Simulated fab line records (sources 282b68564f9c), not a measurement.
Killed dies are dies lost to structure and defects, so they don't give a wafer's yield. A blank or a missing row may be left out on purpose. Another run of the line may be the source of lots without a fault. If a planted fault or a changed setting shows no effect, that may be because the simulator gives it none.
fab line records -- flow rit_cmos
[record] lots = 14, wafers = 42, last_day = 7
route steps=202 shown GATE@89 M1@202
lots that met no fault: taken from a fault-free run of the same line
start_h: hours from the record's first day to the start of the lot's first wafer shown -- wait_h: hours elapsed since this lot's preceding step -- " same as the row above -- L1.1+2: a row that stands for several wafers -- - no value, or no start given -- * or withheld: withheld -- < > ~ a bound
route shown NAME@n: names a module that has steps shown in the file, with the first one's number in the route -- usual: mean/standard deviation taken from wafers without a fault -- same: alike in all rows -- chamber/n: place in a boat -- sites: readings site by site -- _std_site: the values' standard deviation -- _edge_site: outer sites' mean less inner sites' -- radius_mm: how far each site lies from the wafer's centre -- mask NAME#n: copy n -- behind: the last tool/chamber to shape the wafer -- hold: cause of the lot's hold/its duration in hours/its outcome -- device: which transistor (n, p or np) failed to switch -- end of line: the tests these same wafers got at the end of their route -- a step with no rows: only its recipe -- killed: the dies lost at the first sort to structure and to defects; this is not the yield of the wafer -- map: the dies of a wafer, with x for killed, . for not killed, _ for no die there
set.NAME: the setting that was run; set.NAME@STEP: the one run at that earlier step -- model.NAME: the simulator's own value behind a step, which no gauge read
steps of the route over a sample of lots; a table a step, a row a wafer
services: from which hour (start_h, from the record's first day; less than 0 if before it) a tool's chamber was out of use, for how many hours, and why
[[steps]]
[step RIT_GATE_EXPOSE_13]
[recipe] mask_id = M6, na = 0.6, source_shape = conventional, sigma_outer = 0.6, target_cd_nm = 150, dose_mj = 380
[usual] reticle_temp_C = 23.00/0.11
lot.wafer,tool,chamber,start_h,wait_h,mask,reticle_temp_C
L189.1,iline_stepper-02,0,38.77,0.2,M6#0,23.03
L189.3,iline_stepper-02,0,38.77,0.2,M6#0,23.03
L189.4,iline_stepper-02,0,38.77,0.2,M6#0,22.90
L190.1,iline_stepper-01,0,42.70,0.2,M6#0,23.26
L190.2,iline_stepper-01,0,42.70,0.2,M6#0,23.02
L190.5,iline_stepper-01,0,42.70,0.2,M6#0,23.02
L191.1,iline_stepper-01,0,45.93,0.1,M6#0,22.92
L191.3,iline_stepper-01,0,45.93,0.1,M6#0,22.99
L191.5,iline_stepper-01,0,45.93,0.1,M6#0,22.94
L193.2,iline_stepper-01,0,58.20,0.1,M6#0,23.12
L193.4,iline_stepper-01,0,58.20,0.1,M6#0,23.10
L193.5,iline_stepper-01,0,58.20,0.1,M6#0,23.15
L197.1,iline_stepper-01,0,75.95,0.1,M6#0,23.04
L197.2,iline_stepper-01,0,75.95,0.1,M6#0,22.99
L197.3,iline_stepper-01,0,75.95,0.1,M6#0,23.02
L198.2,iline_stepper-01,0,81.82,0.1,M6#0,23.18
L198.3,iline_stepper-01,0,81.82,0.1,M6#0,23.13
L198.6,iline_stepper-01,0,81.82,0.1,M6#0,22.96
L199.1,iline_stepper-01,0,86.97,0.1,M6#0,23.03
L199.3,iline_stepper-01,0,86.97,0.1,M6#0,23.00
L199.5,iline_stepper-01,0,86.97,0.1,M6#0,22.88
L201.2,iline_stepper-02,0,95.60,0.2,M6#0,22.90
L201.4,iline_stepper-02,0,95.60,0.2,M6#0,22.97
L201.5,iline_stepper-02,0,95.60,0.2,M6#0,22.78
L202.2,iline_stepper-01,0,100.28,0.2,M6#0,23.16
L202.4,iline_stepper-01,0,100.28,0.2,M6#0,23.17
L202.5,iline_stepper-01,0,100.28,0.2,M6#0,22.93
L203.1,iline_stepper-01,0,106.93,0.1,M6#0,23.10
L203.2,iline_stepper-01,0,106.93,0.1,M6#0,22.91
L203.3,iline_stepper-01,0,106.93,0.1,M6#0,22.93
L204.1,iline_stepper-02,0,111.39,0.2,M6#0,22.99
L204.2,iline_stepper-02,0,111.39,0.2,M6#0,23.06
L204.3,iline_stepper-02,0,111.39,0.2,M6#0,23.09
L205.2,iline_stepper-01,0,120.59,0.2,M6#0,23.00
L205.3,iline_stepper-01,0,120.59,0.2,M6#0,22.96
L205.5,iline_stepper-01,0,120.59,0.2,M6#0,22.99
L206.1,iline_stepper-02,0,122.55,0.2,M6#0,23.11
L206.3,iline_stepper-02,0,122.55,0.2,M6#0,23.07
L206.4,iline_stepper-02,0,122.55,0.2,M6#0,22.97
L208.2,iline_stepper-01,0,135.71,0.2,M6#0,22.89
L208.4,iline_stepper-01,0,135.71,0.2,M6#0,22.97
L208.5,iline_stepper-01,0,135.71,0.2,M6#0,22.86
[step RIT_GATE_OVL_MEAS_17]
[usual] GATE_OVL = 0.2/1.7
lot.wafer,tool,chamber,start_h,wait_h,GATE_OVL[nm]
L189.1,overlay-02,-,39.29,0.1,-0.1
L189.3,overlay-02,-,39.29,0.1,-2.4
L189.4,overlay-02,-,39.29,0.1,-0.2
L190.1,overlay-02,-,43.22,0.1,1.4
L190.2,overlay-02,-,43.22,0.1,-0.6
L190.5,overlay-02,-,43.22,0.1,0.2
L191.1,overlay-01,-,46.45,0.1,1.2
L191.3,overlay-01,-,46.45,0.1,2.0
L191.5,overlay-01,-,46.45,0.1,0.1
L193.2,overlay-01,-,58.73,0.1,0.2
L193.4,overlay-01,-,58.73,0.1,0.7
L193.5,overlay-01,-,58.73,0.1,1.1
L197.1,overlay-01,-,76.53,0.1,-0.8
L197.2,overlay-01,-,76.53,0.1,-0.9
L197.3,overlay-01,-,76.53,0.1,-0.8
L198.2,overlay-02,-,82.50,0.1,0.6
L198.3,overlay-02,-,82.50,0.1,0.4
L198.6,overlay-02,-,82.50,0.1,1.8
L199.1,overlay-01,-,87.49,0.1,0.9
L199.3,overlay-01,-,87.49,0.1,3.1
L199.5,overlay-01,-,87.49,0.1,-0.3
L201.2,overlay-02,-,96.11,0.1,1.5
L201.4,overlay-02,-,96.11,0.1,1.2
L201.5,overlay-02,-,96.11,0.1,0.3
L202.2,overlay-01,-,100.78,0.1,-1.8
L202.4,overlay-01,-,100.78,0.1,-1.6
L202.5,overlay-01,-,100.78,0.1,-1.6
L203.1,overlay-01,-,107.45,0.1,0.7
L203.2,overlay-01,-,107.45,0.1,0.0
L203.3,overlay-01,-,107.45,0.1,0.0
L204.1,overlay-02,-,111.91,0.1,-1.0
L204.2,overlay-02,-,111.91,0.1,0.1
L204.3,overlay-02,-,111.91,0.1,-0.8
L205.2,overlay-02,-,121.09,0.1,240.4
L205.3,overlay-02,-,121.09,0.1,241.5
L205.5,overlay-02,-,121.09,0.1,239.7
L206.1,overlay-02,-,123.07,0.1,3.1
L206.3,overlay-02,-,123.07,0.1,3.1
L206.4,overlay-02,-,123.07,0.1,2.7
L208.2,overlay-01,-,136.22,0.1,243.6
L208.4,overlay-01,-,136.22,0.1,243.7
L208.5,overlay-01,-,136.22,0.1,244.4
[step RIT_M1_PROBE_99]
[usual] killed_at_M0_to_M3 = 0.0/0.16, killed_at_contacts = 0.1/0.24, killed_at_front_end = 6.7/2.9, killed_dies = 6.8/2.9, killed_open = 3.5/1.8, killed_short = 3.3/2.1
[same] gross_dies = 264, killed_at_M4_up = 0, killed_at_back_side = 0, killed_at_other = 0
lot.wafer,tool,chamber,start_h,wait_h,killed_at_M0_to_M3,killed_at_contacts,killed_at_front_end,killed_dies,killed_open,killed_short
L205.2,prober-02,-,145.16,0.1,0,0,4,4,2,2
L205.3,prober-02,-,145.21,0.2,0,0,10,10,7,3
L205.5,prober-02,-,145.31,0.2,0,0,5,5,1,4
// killed by level:class
L205.2 FOX1:geometric_particle:open=1 GATE:geometric_particle:open=1 GATE:geometric_particle:short=1 REOX:geometric_particle:short=1
L205.3 GATE:geometric_particle:open=3 REOX:geometric_particle:open=3 SPACER:geometric_particle:short=2 GATE:geometric_particle:short=1 SPACER:geometric_particle:open=1
L205.5 GATE:geometric_particle:short=2 GATE:geometric_particle:open=1 REOX:geometric_particle:short=1 SILICIDE:geometric_particle:short=1
[[services]]
tool,chamber,start_h,hours,kind
iline_stepper-01,-,30.54,1.7,pm
iline_stepper-02,-,63.48,0.7,repair
iline_stepper-01,0,96.05,-,calibration
iline_stepper-02,-,108.39,1.7,pm
[[key]]
[first_sign] step = RIT_GATE_OVL_MEAS_17, reading = GATE_OVL, direction = up, sigmas = 99+, usual = 0.2, struck = 242.2
effect none on later readings
met_at RIT_GATE_EXPOSE_13
struck_lots L205,L208
tester_left_out L205,L208
onset_between 106.93 120.59
[fault] kind = scanner_matching_overlay, tool = iline_stepper-01, chamber = -, onset_h = 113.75, steps = RIT_GATE_EXPOSE_13, offset = 240
// tester_left_out: of these lots the tester's yield and bins aren't shown, on N5 and GAA mostly nor the transistor test; their killed dies are dies lost to structure and defects alone, not to doping, threshold or leakage, so they don't give the yield
